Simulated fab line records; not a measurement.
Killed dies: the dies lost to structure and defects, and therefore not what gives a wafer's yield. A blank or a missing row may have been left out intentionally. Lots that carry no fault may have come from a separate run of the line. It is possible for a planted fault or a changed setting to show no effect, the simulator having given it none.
Struck lot and sound lot, side by side + flow berkeleyCmos170 + 14 out of 331 route steps
Sound: the wafers L251.1, L251.2, L251.3. Struck: wafers L242.1, L242.4, L242.5. Last of all comes the cause.
Each step with rows lists, per side, the tool, then ch with its chambers, then its first start. Under that, the readings that differ: sound wafers + struck wafers + difference of the means + sigmas: that difference in standard deviations of wafers without a fault.
alike: readings with means less than 2 such deviations apart, plus words and numbers identical on both sides. not compared: withheld readings, readings lacking a value on some wafer, bounds such as >300 that could conceal the same value, and numbers that have no deviation in the record and whose values overlap.
Wherever a step has rows on one side only, a row that says differs or no value, or a row with sigmas, the two part there. Numbers that don't overlap but have no deviation are shown without sigmas and don't part them. A reading that every wafer of one side lacks parts them only if that side has two wafers or more.

first, 1 step without rows for these wafers: UCB170_NVT_IMPLANT_07.
UCB170_NVT_STRIP_08: strips in O2.
  sound on plasmaAsher-03 ch 0,1, day 9 16:10; struck on plasmaAsher-04 ch 0, day 8 01:12
| reading                  | sound       | struck      | difference | sigmas |
|--------------------------|-------------|-------------|------------|--------|
| drypumpMotorCurrentA (A) | 6.0 6.1 6.0 | 5.0 5.1 5.1 | -1.0       | -3     |
  alike: chamberPressureMTorr, o2FlowSccm, oesProductAu, stripTimeToEndpointS
  not compared: rfHoursCounterH
UCB170_NVT_TW_MEAS_09:
  sound on filmMetro-03, day 9 16:16; struck on filmMetro-02, day 8 01:18
  alike: NVT_TW
then, 7 steps without rows for these wafers: UCB170_NVT_CLEAN_10 (cleans in SPM, time 600 s); UCB170_PVT_HMDS_00 (prime time 60 s); UCB170_PVT_COAT_01 (resist thk 900 nm); UCB170_PVT_SOFTBAKE_02 (time 60 s); UCB170_PVT_EXPOSE_03 (exposes mask NWELL, target cd 3000 nm); UCB170_PVT_PEB_04; UCB170_PVT_DEVELOP_05 (develop time 45 s).
UCB170_PVT_OVL_MEAS_06:
  sound on overlay-02, day 9 19:33; struck on overlay-01, day 8 02:33
  alike: PVT_OVL
next, for these wafers, 1 step has no rows: UCB170_PVT_IMPLANT_07.
UCB170_PVT_STRIP_08: strips in O2.
  sound on plasmaAsher-01 ch 0,1, day 9 19:44; struck on plasmaAsher-02 ch 0,1, day 8 02:44
  no value came back on the struck wafers for any of 5 readings (chamberPressureMTorr (mTorr), drypumpMotorCurrentA (A) and others); on the sound wafers chamberPressureMTorr (mTorr) reads 3496 3498 3488
| reading                             | sound | struck            | difference | sigmas |
|-------------------------------------|-------|-------------------|------------|--------|
| model.KrF_of_PVT_COAT_01.thkNm (nm) | 0 0 0 | 885.4 884.3 881.6 | +883.8     |        |
  not compared: rfHoursCounterH
UCB170_PVT_TW_MEAS_09:
  sound on filmMetro-04, day 9 19:50; struck on filmMetro-03, day 8 02:50
| reading | sound       | struck      | difference | sigmas |
|---------|-------------|-------------|------------|--------|
| PVT_TW  | 505 507 509 | 498 495 497 | -10        | -2     |

== WHERE THEY PART ==
Last at UCB170_PVT_TW_MEAS_09 as far as this record goes, first at UCB170_NVT_STRIP_08.

WHY: whatever the simulator had introduced
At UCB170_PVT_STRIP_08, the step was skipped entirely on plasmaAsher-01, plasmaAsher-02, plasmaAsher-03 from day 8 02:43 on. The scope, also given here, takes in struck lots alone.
